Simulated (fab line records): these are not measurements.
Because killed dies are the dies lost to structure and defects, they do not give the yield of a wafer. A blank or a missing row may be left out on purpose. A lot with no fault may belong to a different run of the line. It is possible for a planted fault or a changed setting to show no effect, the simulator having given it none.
fab line records    flow ritCmos
[record] lots = 5  wafers = 15  lastDay = 7
route steps=202 shown NSD@141 PSD@142 SDANNEAL@153 PLDD@159 NLDD@160 SILICIDE@161
lots with no fault: from the same line, run without faults
startH: start of the lot's first displayed wafer, in hours after the record's first day    waitH: hours elapsed since this lot's preceding step    " the same as in the row above    L1.1+2: a row that stands for several wafers    - no value, or no start given    * or withheld: withheld    < > ~ a bound
route shown NAME@n: a module of which the file shows steps, and the number in the route of the first    usual: mean/standard deviation of fault-free wafers    same: alike in all rows    chamber/n: place in a boat    sites: the reading at each site    _std_site: how widely they spread, as a standard deviation    _edge_site: mean of outer sites minus mean of inner sites    radiusMm: for every site, how far away it sits from the centre of the wafer    mask NAME#n: copy n    behind: tool/chamber where the wafer was last shaped    hold: the reason the lot was held/the length of the hold in hours/how it ended    device: transistor that didn't switch, given as n, p or np    end of line: the route-end tests of the same wafers    where a step has no rows: the recipe by itself    killed: the dies lost at the first sort to structure and to defects; this is not the yield of the wafer    map: dies across one wafer; x = killed, . = not, _ = none there
set.NAME: the setting that was run; set.NAME@STEP: the one run at that earlier step    model.NAME: the simulator's own value behind a step, which no gauge read
lots at selected steps of the route; one table per step, one row per wafer
services: a tool's chamber out of use, with start hour (startH, from the record's first day; less than 0 if before it), hours out, and reason
[[steps]]
[step RIT_NSD_TW_MEAS_10]
[usual] NSD_TW = 3135/14
lot.wafer  tool          chamber  startH  waitH  NSD_TW
L081.2     filmMetro-03  -        82.08   0.1    3138
L081.3     "             -        "       "      3136
L081.4     "             -        "       "      3143
L083.2     filmMetro-04  -        93.58   0.1    3115
L083.5     "             -        "       "      3109
L083.6     "             -        "       "      3126
L085.3     filmMetro-01  -        104.07  0.1    3136
L085.5     "             -        "       "      3133
L085.6     "             -        "       "      3137
L092.1     filmMetro-04  -        137.88  0.1    3152
L092.3     "             -        "       "      3132
L092.6     "             -        "       "      3129
L096.1     filmMetro-03  -        158.39  0.1    3144
L096.3     "             -        "       "      3139
L096.6     "             -        "       "      3139
[step RIT_PSD_HMDS_00]
[recipe] primeTimeS = 60  primeTempC = 139.6
[usual] chillPlateTempC = 23.01/0.11
[same] primeTimeS = 60
lot.wafer  tool           chamber  startH  waitH  chillPlateTempC
L081.2     lithoTrack-02  0        82.15   0.1    22.97
L081.3     "              0        "       "      22.83
L081.4     "              0        "       "      23.04
L083.2     lithoTrack-01  0        93.66   0.1    23.08
L083.5     "              0        "       "      23.04
L083.6     "              0        "       "      23.07
L085.3     lithoTrack-01  0        104.16  0.1    22.84
L085.5     "              0        "       "      22.94
L085.6     "              0        "       "      22.89
L092.1     lithoTrack-02  0        137.94  0.1    22.87
L092.3     "              0        "       "      22.80
L092.6     "              0        "       "      23.03
L096.1     lithoTrack-01  0        158.45  0.1    22.93
L096.3     "              0        "       "      23.04
L096.6     "              0        "       "      23.03
[step RIT_PSD_COAT_01]
[recipe] resist = NOVOLAK  spinRpm = 3250  resistThkNm = 1000
[usual] chillPlateTempC = 23.00/0.096
lot.wafer  tool           chamber  startH  waitH  chillPlateTempC
L081.2     lithoTrack-02  0        82.30   0.1    23.06
L081.3     "              0        "       "      22.79
L081.4     "              0        "       "      23.05
L083.2     lithoTrack-01  0        93.81   0.1    22.88
L083.5     "              0        "       "      23.03
L083.6     "              0        "       "      22.93
L085.3     lithoTrack-01  0        104.31  0.1    23.13
L085.5     "              0        "       "      23.15
L085.6     "              0        "       "      23.15
L092.1     lithoTrack-02  0        138.09  0.1    23.31
L092.3     "              0        "       "      22.96
L092.6     "              0        "       "      22.95
L096.1     lithoTrack-01  0        158.60  0.1    22.89
L096.3     "              0        "       "      22.96
L096.6     "              0        "       "      23.16
[step RIT_PSD_SOFTBAKE_02]
[recipe] resist = NOVOLAK  tempC = 90  timeS = 60
[usual] chillPlateTempC = 22.98/0.1
lot.wafer  tool           chamber  startH  waitH  chillPlateTempC
L081.2     lithoTrack-02  0        82.45   0.1    23.04
L081.3     "              0        "       "      23.15
L081.4     "              0        "       "      23.23
L083.2     lithoTrack-01  0        93.96   0.1    22.95
L083.5     "              0        "       "      22.82
L083.6     "              0        "       "      22.90
L085.3     lithoTrack-01  0        104.46  0.1    22.92
L085.5     "              0        "       "      22.94
L085.6     "              0        "       "      22.91
L092.1     lithoTrack-02  0        138.24  0.1    22.91
L092.3     "              0        "       "      22.95
L092.6     "              0        "       "      22.92
L096.1     lithoTrack-01  0        158.75  0.1    22.94
L096.3     "              0        "       "      22.94
L096.6     "              0        "       "      23.13
[step RIT_PSD_EXPOSE_03]
[recipe] maskId = M10  na = 0.57  targetCdNm = 40900  doseMj = 250
[usual] exposureDoseMJCm2 = 249.98/0.28
lot.wafer  tool             chamber  startH  waitH  mask   exposureDoseMJCm2
L081.2     ilineStepper-01  0        82.72   0.2    M10#0  250.46
L081.3     "                0        "       "      M10#0  250.32
L081.4     "                0        "       "      M10#0  250.36
L083.2     ilineStepper-02  0        94.10   0.1    M10#0  250.11
L083.5     "                0        "       "      M10#0  249.99
L083.6     "                0        "       "      M10#0  249.76
L085.3     ilineStepper-02  0        104.73  0.2    M10#0  249.78
L085.5     "                0        "       "      M10#0  249.97
L085.6     "                0        "       "      M10#0  249.68
L092.1     ilineStepper-01  0        138.52  0.2    M10#0  249.89
L092.3     "                0        "       "      M10#0  250.02
L092.6     "                0        "       "      M10#0  249.71
L096.1     ilineStepper-02  0        158.90  0.1    M10#0  250.26
L096.3     "                0        "       "      M10#0  250.14
L096.6     "                0        "       "      M10#0  250.03
[step RIT_PSD_PEB_04]
[recipe] resist = NOVOLAK  tempC = withheld  timeS = withheld
[usual] chillPlateTempC = *
lot.wafer  tool           chamber  startH  waitH  chillPlateTempC
L081.2     lithoTrack-01  0        82.84   0.1    *
L081.3     "              0        "       "      *
L081.4     "              0        "       "      *
L083.2     lithoTrack-01  0        94.22   0.1    *
L083.5     "              0        "       "      *
L083.6     "              0        "       "      *
L085.3     lithoTrack-01  0        104.86  0.1    *
L085.5     "              0        "       "      *
L085.6     "              0        "       "      *
L092.1     lithoTrack-04  0        138.63  0.1    *
L092.3     "              0        "       "      *
L092.6     "              0        "       "      *
L096.1     lithoTrack-01  0        159.02  0.1    *
L096.3     "              0        "       "      *
L096.6     "              0        "       "      *
[step RIT_PSD_DEVELOP_05]
[recipe] resist = NOVOLAK  developTimeS = 50  devTempC = 23
[usual] chillPlateTempC = 23.01/0.1  developerTempC = 23.02/0.099
lot.wafer  tool           chamber  startH  waitH  chillPlateTempC  developerTempC
L081.2     lithoTrack-01  0        -       -      23.18            23.16
L081.3     "              0        "       "      22.98            23.06
L081.4     "              0        "       "      23.16            22.92
L083.2     lithoTrack-01  0        -       -      23.09            23.17
L083.5     "              0        "       "      22.98            22.98
L083.6     "              0        "       "      22.96            23.09
L085.3     lithoTrack-01  0        -       -      23.14            22.88
L085.5     "              0        "       "      23.05            23.00
L085.6     "              0        "       "      23.00            22.96
L092.1     lithoTrack-04  0        -       -      23.07            23.05
L092.3     "              0        "       "      22.87            23.00
L092.6     "              0        "       "      23.03            23.07
L096.1     lithoTrack-01  0        -       -      23.06            23.02
L096.3     "              0        "       "      22.96            23.08
L096.6     "              0        "       "      23.00            23.15
[step RIT_PSD_OVL_MEAS_06]
[usual] PSD_OVL = -1.3/1.3
lot.wafer  tool        chamber  startH  waitH  PSD_OVL[nm]
L081.2     overlay-02  -        83.11   -      -2.0
L081.3     "           -        "       "      -2.6
L081.4     "           -        "       "      -1.6
L083.2     overlay-02  -        94.49   -      -2.8
L083.5     "           -        "       "      -1.3
L083.6     "           -        "       "      -3.7
L085.3     overlay-01  -        105.10  -      -1.9
L085.5     "           -        "       "      -0.9
L085.6     "           -        "       "      -1.0
L092.1     overlay-02  -        138.92  -      0.9
L092.3     "           -        "       "      0.2
L092.6     "           -        "       "      1.7
L096.1     overlay-02  -        159.30  -      -2.1
L096.3     "           -        "       "      -1.7
L096.6     "           -        "       "      -1.1
[step RIT_PSD_HARDBAKE_07]
[recipe] resist = NOVOLAK  tempC = 140  timeS = 60
[usual] chillPlateTempC = 23.00/0.12
lot.wafer  tool           chamber  startH  waitH  chillPlateTempC
L081.2     lithoTrack-04  0        83.16   0.0    23.00
L081.3     "              0        "       "      22.88
L081.4     "              0        "       "      23.05
L083.2     lithoTrack-01  0        94.54   0.0    22.92
L083.5     "              0        "       "      22.72
L083.6     "              0        "       "      22.85
L085.3     lithoTrack-02  0        105.18  0.1    22.94
L085.5     "              0        "       "      23.00
L085.6     "              0        "       "      23.27
L092.1     lithoTrack-01  0        138.95  0.0    23.20
L092.3     "              0        "       "      22.88
L092.6     "              0        "       "      23.02
L096.1     lithoTrack-02  0        159.34  0.0    23.00
L096.3     "              0        "       "      23.04
L096.6     "              0        "       "      23.09
[step RIT_PSD_IMPLANT_08]
[recipe] species = BF2  energyKev = 27  doseCm2 = 5e+15  tiltDeg = 7
[usual] tiltDeg = 6.996/0.02
lot.wafer  tool          chamber  startH  waitH  tiltDeg
L081.2     implanter-01  0        83.31   0.1    6.980
L081.3     "             0        "       "      6.986
L081.4     "             0        "       "      6.973
L083.2     implanter-02  0        94.69   0.1    6.975
L083.5     "             0        "       "      7.004
L083.6     "             0        "       "      7.003
L085.3     implanter-03  0        105.33  0.1    7.023
L085.5     "             0        "       "      7.012
L085.6     "             0        "       "      7.032
L092.1     implanter-02  0        139.10  0.1    6.962
L092.3     "             0        "       "      6.993
L092.6     "             0        "       "      7.010
L096.1     implanter-02  0        159.49  0.1    6.979
L096.3     "             0        "       "      7.014
L096.6     "             0        "       "      6.994
[step RIT_PSD_STRIP_09]
[recipe] chemistry = O2  timeS = 180  resist = NOVOLAK  platenTempC = withheld  powerW = 500  pressureMtorr = 4000  o2FlowSccm = 4000
[usual] drypumpMotorCurrentA = 5.78/0.21
lot.wafer  tool            chamber  startH  waitH  drypumpMotorCurrentA  rfHoursCounterH
L081.2     plasmaAsher-02  0        83.44   0.1    5.91                  46
L081.3     "               1        "       "      5.83                  -
L081.4     "               0        "       "      5.91                  -
L083.2     plasmaAsher-02  0        94.82   0.1    5.89                  47
L083.5     "               0        "       "      5.90                  -
L083.6     "               1        "       "      5.87                  -
L085.3     plasmaAsher-04  1        105.48  0.1    5.76                  -
L085.5     "               0        "       "      5.31                  -
L085.6     "               1        "       "      5.75                  -
L092.1     plasmaAsher-03  1        139.25  0.1    5.81                  48
L092.3     "               0        "       "      5.94                  -
L092.6     "               1        "       "      5.85                  -
L096.1     plasmaAsher-04  0        159.64  0.1    5.31                  37
L096.3     "               0        "       "      5.31                  -
L096.6     "               1        "       "      5.75                  -
[step RIT_PSD_TW_MEAS_10]
[usual] PSD_TW = 3439/19
lot.wafer  tool          chamber  startH  waitH  PSD_TW
L081.2     filmMetro-04  -        83.62   0.1    3436
L081.3     "             -        "       "      3428
L081.4     "             -        "       "      3406
L083.2     filmMetro-03  -        95.00   0.1    3471
L083.5     "             -        "       "      3459
L083.6     "             -        "       "      3449
L085.3     filmMetro-01  -        105.62  0.1    3454
L085.5     "             -        "       "      3455
L085.6     "             -        "       "      3461
L092.1     filmMetro-04  -        139.43  0.1    3429
L092.3     "             -        "       "      3440
L092.6     "             -        "       "      3440
L096.1     filmMetro-03  -        159.81  0.1    3474
L096.3     "             -        "       "      3465
L096.6     "             -        "       "      3456
[step RIT_SDANNEAL_CLEAN_00]
[recipe] chemistry = SC1  mix = 3:3:50  timeS = 600  tempC = 75
lot.wafer   tool         chamber  startH  waitH
L081.2+3+4  wetBench-04  3        83.67   0.0
L083.2+5+6  wetBench-04  2        95.05   0.0
L085.3+5+6  wetBench-04  3        105.66  0.0
L092.1+3+6  wetBench-04  0        139.49  0.1
L096.1+3+6  wetBench-02  0        159.87  0.1
[step RIT_SDANNEAL_CLEAN_01]
[recipe] chemistry = dHF  dilution = 50:1  timeS = 31.36
lot.wafer   tool         chamber  startH  waitH
L081.2+3+4  wetBench-02  0        83.86   0.0
L083.2+5+6  wetBench-02  3        95.23   0.0
L085.3+5+6  wetBench-02  3        105.84  0.0
L092.1+3+6  wetBench-02  0        139.87  0.0
L096.1+3+6  wetBench-04  1        160.22  0.0
[step RIT_SDANNEAL_CLEAN_02]
[recipe] chemistry = SC2  mix = 3:3:50  timeS = 600  tempC = 75  dry = n2Spin
lot.wafer   tool         chamber  startH  waitH
L081.2+3+4  wetBench-03  0        83.88   0.0
L083.2+5+6  wetBench-03  0        95.24   0.0
L085.3+5+6  wetBench-03  1        105.85  0.0
L092.1+3+6  wetBench-03  0        139.89  0.0
L096.1+3+6  wetBench-02  3        160.24  0.0
[step RIT_SDANNEAL_RTA_03]
[recipe] tempC = 1050  timeS = 5  idleTempC = 600  rampUpCPerS = 342  rampDownCPerS = 171  coolToC = 600  ambient = N2
[usual] wafer_temp_C_max = 1053.4/1.1
lot.wafer  tool          chamber  startH  waitH  wafer_temp_C_max
L081.2     rtpAnneal-02  0        84.27   0.0    1054.1
L081.3     "             0        "       "      1052.9
L081.4     "             0        "       "      1053.2
L083.2     rtpAnneal-02  0        95.43   0.0    1052.2
L083.5     "             0        "       "      1056.0
L083.6     "             0        "       "      1052.8
L085.3     rtpAnneal-02  0        106.05  0.0    1054.4
L085.5     "             0        "       "      1053.3
L085.6     "             0        "       "      1053.5
L092.1     rtpAnneal-02  0        140.06  0.0    1057.3
L092.3     "             0        "       "      1051.9
L092.6     "             0        "       "      1054.9
L096.1     rtpAnneal-02  0        160.59  0.0    1052.7
L096.3     "             0        "       "      1053.6
L096.6     "             0        "       "      1052.3
[step RIT_SDANNEAL_RS_MEAS_04]
[recipe] thkMeasGauge = four-point-probe
[usual] PSD_RS = 115.93/0.24
lot.wafer  tool          chamber  startH  waitH  PSD_RS[ohm/sq]
L081.2     filmMetro-01  -        84.34   0.1    115.92
L081.3     "             -        "       "      115.78
L081.4     "             -        "       "      116.28
L083.2     filmMetro-03  -        95.50   0.1    116.03
L083.5     "             -        "       "      116.13
L083.6     "             -        "       "      116.31
L085.3     filmMetro-03  -        106.13  0.1    115.50
L085.5     "             -        "       "      115.85
L085.6     "             -        "       "      115.69
L092.1     filmMetro-04  -        140.12  0.0    115.95
L092.3     "             -        "       "      115.82
L092.6     "             -        "       "      115.80
L096.1     filmMetro-03  -        160.65  0.0    115.30
L096.3     "             -        "       "      115.73
L096.6     "             -        "       "      115.59
[step RIT_SDANNEAL_RS_MEAS_05]
[recipe] thkMeasGauge = four-point-probe
[usual] NSD_RS = 84.51/0.3
lot.wafer  tool          chamber  startH  waitH  NSD_RS[ohm/sq]
L081.2     filmMetro-01  -        84.46   0.1    84.68
L081.3     "             -        "       "      84.95
L081.4     "             -        "       "      84.90
L083.2     filmMetro-03  -        95.62   0.1    84.27
L083.5     "             -        "       "      84.51
L083.6     "             -        "       "      84.42
L085.3     filmMetro-03  -        106.25  0.1    84.46
L085.5     "             -        "       "      84.64
L085.6     "             -        "       "      84.13
L092.1     filmMetro-04  -        140.24  0.1    84.22
L092.3     "             -        "       "      84.01
L092.6     "             -        "       "      84.14
L096.1     filmMetro-03  -        160.77  0.1    84.13
L096.3     "             -        "       "      84.10
L096.6     "             -        "       "      84.22
[step RIT_SDANNEAL_RS_MEAS_06]
[recipe] thkMeasGauge = four-point-probe
[usual] PLDD_RS = 178.7/0.49
lot.wafer  tool          chamber  startH  waitH  PLDD_RS[ohm/sq]
L081.2     filmMetro-01  -        84.58   0.1    178.8
L081.3     "             -        "       "      178.6
L081.4     "             -        "       "      178.8
L083.2     filmMetro-03  -        95.74   0.1    179.3
L083.5     "             -        "       "      179.2
L083.6     "             -        "       "      179.2
L085.3     filmMetro-03  -        106.37  0.1    178.7
L085.5     "             -        "       "      179.2
L085.6     "             -        "       "      179.2
L092.1     filmMetro-04  -        140.36  0.1    178.7
L092.3     "             -        "       "      179.3
L092.6     "             -        "       "      179.0
L096.1     filmMetro-03  -        160.89  0.1    178.7
L096.3     "             -        "       "      178.5
L096.6     "             -        "       "      178.8
[step RIT_SDANNEAL_RS_MEAS_07]
[recipe] thkMeasGauge = four-point-probe
[usual] NLDD_RS = 151.6/0.43
lot.wafer  tool          chamber  startH  waitH  NLDD_RS[ohm/sq]
L081.2     filmMetro-01  -        84.70   0.1    152.0
L081.3     "             -        "       "      152.3
L081.4     "             -        "       "      151.4
L083.2     filmMetro-03  -        95.86   0.1    152.0
L083.5     "             -        "       "      152.0
L083.6     "             -        "       "      152.4
L085.3     filmMetro-03  -        106.49  0.1    151.8
L085.5     "             -        "       "      151.7
L085.6     "             -        "       "      151.4
L092.1     filmMetro-04  -        140.48  0.1    151.5
L092.3     "             -        "       "      151.8
L092.6     "             -        "       "      151.7
L096.1     filmMetro-03  -        161.01  0.1    150.9
L096.3     "             -        "       "      150.8
L096.6     "             -        "       "      150.7
[step RIT_SILICIDE_WET_ETCH_00]
[recipe] chemistry = BOE  target = SiO2  targetDepthNm = 14  timeS = 15  dry = n2Spin  dilution = 10:1  tempC = 21.5
lot.wafer   tool         chamber  startH  waitH
L081.2+3+4  wetBench-03  0        84.80   0.1
L083.2+5+6  wetBench-01  0        95.96   0.1
L085.3+5+6  wetBench-01  3        106.57  0.1
L092.1+3+6  wetBench-04  2        140.60  0.1
L096.1+3+6  wetBench-03  2        161.13  0.1
[step RIT_SILICIDE_SPUTTER_01]
[recipe] material = Ti  targetThkNm = 30  powerW = 350  chamberPressurePa = 0.667  gas = Ar  timeS = 240  substrateTempC = 25
[usual] throttleValvePct = 30.5/1.2
lot.wafer  tool           chamber  startH  waitH  throttleValvePct
L081.2     pvdSputter-03  -        84.83   0.0    30.0
L081.3     "              -        "       "      29.4
L081.4     "              -        "       "      29.8
L083.2     pvdSputter-03  -        95.97   0.0    29.7
L083.5     "              -        "       "      30.2
L083.6     "              -        "       "      29.7
L085.3     pvdSputter-03  -        106.58  0.0    29.6
L085.5     "              -        "       "      30.2
L085.6     "              -        "       "      29.9
L092.1     pvdSputter-02  -        140.63  0.0    33.7
L092.3     "              -        "       "      31.4
L092.6     "              -        "       "      33.6
L096.1     pvdSputter-02  -        161.14  0.0    31.4
L096.3     "              -        "       "      31.0
L096.6     "              -        "       "      31.1
[step RIT_SILICIDE_RS_MEAS_02]
[recipe] thkMeasGauge = four-point-probe  reads = Ti_of_SILICIDE_SPUTTER_01
[usual] SILICIDE_TI_RS = 47.6/0.63
lot.wafer  tool          chamber  startH  waitH  SILICIDE_TI_RS[ohm/sq]
L081.2     filmMetro-01  -        85.00   0.1    48.2
L081.3     "             -        "       "      47.2
L081.4     "             -        "       "      47.4
L083.2     filmMetro-04  -        96.14   0.1    48.0
L083.5     "             -        "       "      47.4
L083.6     "             -        "       "      47.5
L085.3     filmMetro-04  -        106.77  0.1    47.5
L085.5     "             -        "       "      47.9
L085.6     "             -        "       "      48.0
L092.1     filmMetro-01  -        140.78  0.1    48.9
L092.3     "             -        "       "      49.0
L092.6     "             -        "       "      48.8
L096.1     filmMetro-02  -        161.29  0.1    48.6
L096.3     "             -        "       "      49.3
L096.6     "             -        "       "      48.5
[step RIT_SILICIDE_THK_MEAS_03]
[recipe] thkMeasGauge = xrf  reads = Ti_of_SILICIDE_SPUTTER_01
[usual] SILICIDE_TI_THK = 30.1/0.39
lot.wafer  tool          chamber  startH  waitH  SILICIDE_TI_THK[nm]
L081.2     filmMetro-01  -        85.11   0.1    29.4
L081.3     "             -        "       "      30.0
L081.4     "             -        "       "      29.9
L083.2     filmMetro-04  -        96.25   0.1    30.1
L083.5     "             -        "       "      30.3
L083.6     "             -        "       "      30.4
L085.3     filmMetro-04  -        106.87  0.1    30.3
L085.5     "             -        "       "      30.2
L085.6     "             -        "       "      30.0
L092.1     filmMetro-01  -        140.90  0.1    29.1
L092.3     "             -        "       "      29.2
L092.6     "             -        "       "      29.2
L096.1     filmMetro-02  -        161.41  0.1    29.6
L096.3     "             -        "       "      29.2
L096.6     "             -        "       "      29.6
[step RIT_SILICIDE_RTA_04]
[recipe] tempC = 650  timeS = 10  idleTempC = 25  rampUpS = 5  rampDownS = 5  coolToC = 25  ambient = N2
[usual] wafer_temp_C_max = 652.3/0.97
lot.wafer  tool          chamber  startH  waitH  wafer_temp_C_max
L081.2     rtpAnneal-01  0        85.17   0.1    653.1
L081.3     "             0        "       "      653.3
L081.4     "             0        "       "      652.7
L083.2     rtpAnneal-01  0        96.31   0.1    654.1
L083.5     "             0        "       "      654.4
L083.6     "             0        "       "      652.7
L085.3     rtpAnneal-01  0        106.94  0.1    652.1
L085.5     "             0        "       "      653.0
L085.6     "             0        "       "      653.0
L092.1     rtpAnneal-01  0        140.96  0.1    653.8
L092.3     "             0        "       "      653.4
L092.6     "             0        "       "      654.0
L096.1     rtpAnneal-02  0        161.47  0.1    651.3
L096.3     "             0        "       "      651.6
L096.6     "             0        "       "      652.4
[step RIT_SILICIDE_WET_ETCH_05]
[recipe] chemistry = SPM  target = Ti  tempC = 90  timeS = 120  dry = n2Spin
lot.wafer   tool         chamber  startH  waitH
L081.2+3+4  wetBench-03  2        85.22   0.0
L083.2+5+6  wetBench-04  3        96.37   0.0
L085.3+5+6  wetBench-04  2        106.98  0.0
L092.1+3+6  wetBench-01  1        141.02  0.1
L096.1+3+6  wetBench-04  2        161.54  0.1
[[services]]
tool             chamber  startH  hours  kind
implanter-03     -        73.07   11.8   pm
implanter-02     -        73.58   2.8    pm
pvdSputter-02    -        85.36   5.3    repair
ilineStepper-01  -        90.49   1.7    pm
wetBench-01      -        102.85  3.5    repair
pvdSputter-02    -        103.14  8.6    repair
plasmaAsher-02   -        108.75  9.0    pm
plasmaAsher-02   0        108.75  9.0    ventCycle
plasmaAsher-02   1        108.75  9.0    ventCycle
pvdSputter-03    -        113.76  1.6    repair
plasmaAsher-02   0        117.75  -      clean
plasmaAsher-02   1        117.75  -      clean
ilineStepper-02  -        126.80  1.7    pm
implanter-02     -        127.50  3.1    repair
rtpAnneal-01     -        130.25  1.1    pm
implanter-02     -        130.94  1.5    repair
implanter-03     -        148.18  2.4    repair
rtpAnneal-01     -        152.92  5.1    pm
[[key]]
fault none
